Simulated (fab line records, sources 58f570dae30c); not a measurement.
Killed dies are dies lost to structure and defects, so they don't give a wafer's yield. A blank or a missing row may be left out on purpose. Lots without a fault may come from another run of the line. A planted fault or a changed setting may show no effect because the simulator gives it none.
Split-lot experiment | flow berkeley_cmos170 | 5 lots, 23 wafers read, on a route of 331 steps

THE SPLIT
At UCB170_NWELL_OXIDATION_01 (target thk 26.4 nm, ox time 1260 s), the setting temp_c was moved away from the recipe's 1000 C on 15 of the 23 wafers read, by -2.0% to +0.9%. The other wafers ran this setting at the recipe's value.

The file shows no step between the split and the reading.

THE READING
NWELL_OXIDE_THK, in nm, at UCB170_NWELL_THK_MEAS_02. Fault-free wafers of this fab line usually give 26.3 nm, standard deviation 0.42 nm.

wafer  | tool, chamber at the split | temp_c as run, C | against the recipe | NWELL_OXIDE_THK, nm | against lot-mates on the recipe
L074.1 | -, -                       | 979.9            | -2.0%              | 21.9                | no lot-mate on the recipe
L074.2 | -, -                       | 979.9            | -2.0%              | 21.6                | no lot-mate on the recipe
L074.3 | -, -                       | 979.9            | -2.0%              | 21.3                | no lot-mate on the recipe
L074.4 | -, -                       | 979.9            | -2.0%              | 21.5                | no lot-mate on the recipe
L074.6 | -, -                       | 979.9            | -2.0%              | 21.6                | no lot-mate on the recipe
L076.1 | -, -                       | 1008             | +0.8%              | 28.6                | no lot-mate on the recipe
L076.3 | -, -                       | 1008             | +0.8%              | 28.3                | no lot-mate on the recipe
L076.4 | -, -                       | 1008             | +0.8%              | 28.6                | no lot-mate on the recipe
L076.5 | -, -                       | 1008             | +0.8%              | 28.7                | no lot-mate on the recipe
L076.6 | -, -                       | 1008             | +0.8%              | 28.6                | no lot-mate on the recipe
L079.1 | -, -                       | 1000             | recipe             | 26.1                | -
L079.2 | -, -                       | 1000             | recipe             | 26.7                | -
L079.3 | -, -                       | 1000             | recipe             | 26.2                | -
L079.4 | -, -                       | 1000             | recipe             | 26.4                | -
L079.6 | -, -                       | 1000             | recipe             | 26.1                | -
L081.1 | -, -                       | 1009             | +0.9%              | 28.2                | no lot-mate on the recipe
L081.3 | -, -                       | 1009             | +0.9%              | 28.2                | no lot-mate on the recipe
L081.4 | -, -                       | 1009             | +0.9%              | 27.9                | no lot-mate on the recipe
L081.5 | -, -                       | 1009             | +0.9%              | 28.4                | no lot-mate on the recipe
L081.6 | -, -                       | 1009             | +0.9%              | 28.3                | no lot-mate on the recipe
L083.1 | furnace-04, 0              | 1000             | recipe             | 26.1                | -
L083.2 | furnace-04, 0              | 1000             | recipe             | 26.3                | -
L083.3 | furnace-04, 0              | 1000             | recipe             | 26.0                | -

THE FIT
A straight line over all 23 wafers: NWELL_OXIDE_THK changes by +2.37 nm for each +1% of temp_c; r = +0.99; the points scatter about the line by 0.29 nm.
Too few moved wafers have a lot-mate on the recipe to fit a line with each lot's own level taken away.

THE WHOLE CHAIN: every reading that the file lists as answering this split, in the file's order
step                      | what it does                       | reading                                                                            | change (the file's fit)              | r (the file's)
UCB170_NWELL_OXIDATION_01 | target thk 26.4 nm, ox time 1260 s | SiO2_of_NWELL_OXIDATION_01.thk_nm (the simulator's own value, which no gauge read) | +2.38 nm for each +1% of the setting | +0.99
UCB170_NWELL_THK_MEAS_02  |                                    | NWELL_OXIDE_THK                                                                    | +2.37 for each +1% of the setting    | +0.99

THE FILE'S OWN FIT
NWELL_OXIDE_THK changes by +2.37 nm for each +1% of temp_c, r = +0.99.
